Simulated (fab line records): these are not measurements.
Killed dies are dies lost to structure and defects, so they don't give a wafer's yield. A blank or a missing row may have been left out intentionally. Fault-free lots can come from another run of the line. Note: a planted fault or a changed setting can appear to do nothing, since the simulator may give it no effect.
Struck lot and sound lot, side by side -- flow rit cmos -- 43 out of 202 route steps
Sound: wafers L887.3, L887.4, L887.6. Struck: wafer L886.4 (left out: L886.2, L886.5 of the same lot, which were not struck); the cause appears at the end.
Per side, at each step with rows, come the tool, then ch with its chambers, and then its first start. Under that, the readings that differ: sound wafers -- struck wafers -- difference of the means -- sigmas: that difference in standard deviations of wafers without a fault.
alike: readings with means less than 2 such deviations apart, plus words and numbers identical on both sides. not compared: withheld readings, readings lacking a value on some wafer, bounds such as >300 that could conceal the same value, and numbers that have no deviation in the record and whose values overlap.
A row with sigmas, a row that says differs or no value, or rows on one side alone: a step with any of these is where the two part. Non-overlapping numbers with no deviation appear without sigmas and do not part them. A reading that every wafer of one side lacks parts them only if that side has two wafers or more.

RIT_GATE_THK_MEAS_07:
  sound on film metro-03 at day 4 23:07; struck on film metro-02 at day 4 19:01
  alike: GATE_OXIDE_THK
then, 1 step without rows for these wafers: RIT_GATE_CVD_08 (deposits poly-Si from SiH4, target thk 250 nm, time 2220 s).
RIT_GATE_THK_MEAS_09:
  sound on film metro-04 at day 5 00:47; struck on film metro-03 at day 4 20:41
  alike: GATE_POLY_THK
then, 6 steps without rows for these wafers: RIT_GATE_HMDS_10 (prime time 60 s); RIT_GATE_COAT_11 (resist thk 856 nm); RIT_GATE_SOFTBAKE_12 (time 60 s); RIT_GATE_EXPOSE_13 (exposes mask M6, target cd 150 nm); RIT_GATE_PEB_14; RIT_GATE_DEVELOP_15 (develop time 50 s).
RIT_GATE_CD_MEAS_16: the cd target is 150 nm.
  sound on cd sem-01 at day 5 01:50; struck on cd sem-01 at day 4 21:37
  alike: cd nm
RIT_GATE_OVL_MEAS_17:
  sound on overlay-02 at day 5 01:56; struck on overlay-02 at day 4 21:43
reading,sound,struck,difference,sigmas
GATE_OVL (nm),2.8 -0.2 2.2,-1.4,-3.0,-2
then, 1 step without rows for these wafers: RIT_GATE_HARDBAKE_18 (time 60 s).
RIT_GATE_ETCH_19: etches poly-Si in SF6/CHF3/O2, stops on SiO2, time 165 s, target depth 312.5 nm.
  sound on rie si-02 ch 0,2, day 5 02:07; struck on rie si-01 ch 3, day 4 21:54
reading,sound,struck,difference,sigmas
SF6_flow_sccm (sccm),29.94 29.95 30.03,30.19,+0.22,+3
oes product au (a.u.),0.848 0.841 0.826,0.872,+0.034,+2
  alike: CHF3_flow_sccm, drypump motor current A, throttle valve pct
  not compared: rf hours counter h
RIT_GATE_STRIP_20: strips in O2, time 180 s.
  sound on plasma asher-03 ch 0,1, day 5 02:17; struck on plasma asher-03 ch 1, day 4 22:01
  alike: drypump motor current A
  not compared: rf hours counter h
RIT_GATE_CD_MEAS_90: the cd target is 150 nm.
  sound on cd sem-02 at day 5 02:26; struck on cd sem-02 at day 4 22:12
  alike: cd nm
then, 4 steps without rows for these wafers: RIT_REOX_CLEAN_00 (cleans in SC1, time 600 s); RIT_REOX_CLEAN_01 (cleans in dHF, time 30 s); RIT_REOX_CLEAN_02 (cleans in SC2, time 600 s); RIT_REOX_OXIDATION_03 (target thk 25.2 nm, ox time 5580 s).
RIT_REOX_THK_MEAS_04:
  sound on film metro-02 at day 5 06:00; struck on film metro-02 at day 5 02:08
  alike: REOX_OXIDE_THK
then, 6 steps without rows for these wafers: RIT_NLDD_HMDS_00 (prime time 60 s); RIT_NLDD_COAT_01 (resist thk 1000 nm); RIT_NLDD_SOFTBAKE_02 (time 60 s); RIT_NLDD_EXPOSE_03 (exposes mask M7, target cd 40700 nm); RIT_NLDD_PEB_04; RIT_NLDD_DEVELOP_05 (develop time 50 s).
RIT_NLDD_OVL_MEAS_06:
  sound on overlay-01 at day 5 07:02; struck on overlay-01 at day 5 03:10
  alike: NLDD_OVL
then, 2 steps without rows for these wafers: RIT_NLDD_HARDBAKE_07 (time 60 s); RIT_NLDD_IMPLANT_08.
RIT_NLDD_STRIP_09: strips in O2, time 180 s.
  sound on plasma asher-01 ch 0,1, day 5 07:25; struck on plasma asher-02 ch 0, day 5 03:29
  alike: drypump motor current A
  not compared: rf hours counter h
RIT_NLDD_TW_MEAS_10:
  sound on film metro-01 at day 5 07:33; struck on film metro-04 at day 5 03:40
  alike: NLDD_TW
then, 6 steps without rows for these wafers: RIT_PLDD_HMDS_00 (prime time 60 s); RIT_PLDD_COAT_01 (resist thk 1000 nm); RIT_PLDD_SOFTBAKE_02 (time 60 s); RIT_PLDD_EXPOSE_03 (exposes mask M8, target cd 40900 nm); RIT_PLDD_PEB_04; RIT_PLDD_DEVELOP_05 (develop time 50 s).
RIT_PLDD_OVL_MEAS_06:
  sound on overlay-01 at day 5 08:34; struck on overlay-01 at day 5 04:42
  alike: PLDD_OVL
then, 2 steps without rows for these wafers: RIT_PLDD_HARDBAKE_07 (time 60 s); RIT_PLDD_IMPLANT_08.
RIT_PLDD_STRIP_09: strips in O2, time 180 s.
  sound on plasma asher-03 ch 0,1, day 5 08:58; struck on plasma asher-02 ch 0, day 5 05:02
  alike: drypump motor current A
  not compared: rf hours counter h
RIT_PLDD_TW_MEAS_10:
  sound on film metro-04 at day 5 09:05; struck on film metro-03 at day 5 05:13
  alike: PLDD_TW
RIT_M1_PROBE_99:
  record: rows for the struck wafers here (prober-02, day 5 18:38), none for the sound ones

## WHERE THEY PART
At RIT_GATE_OVL_MEAS_17 first; at RIT_M1_PROBE_99 last (within this record only).

WHY: what had been put in by the simulator
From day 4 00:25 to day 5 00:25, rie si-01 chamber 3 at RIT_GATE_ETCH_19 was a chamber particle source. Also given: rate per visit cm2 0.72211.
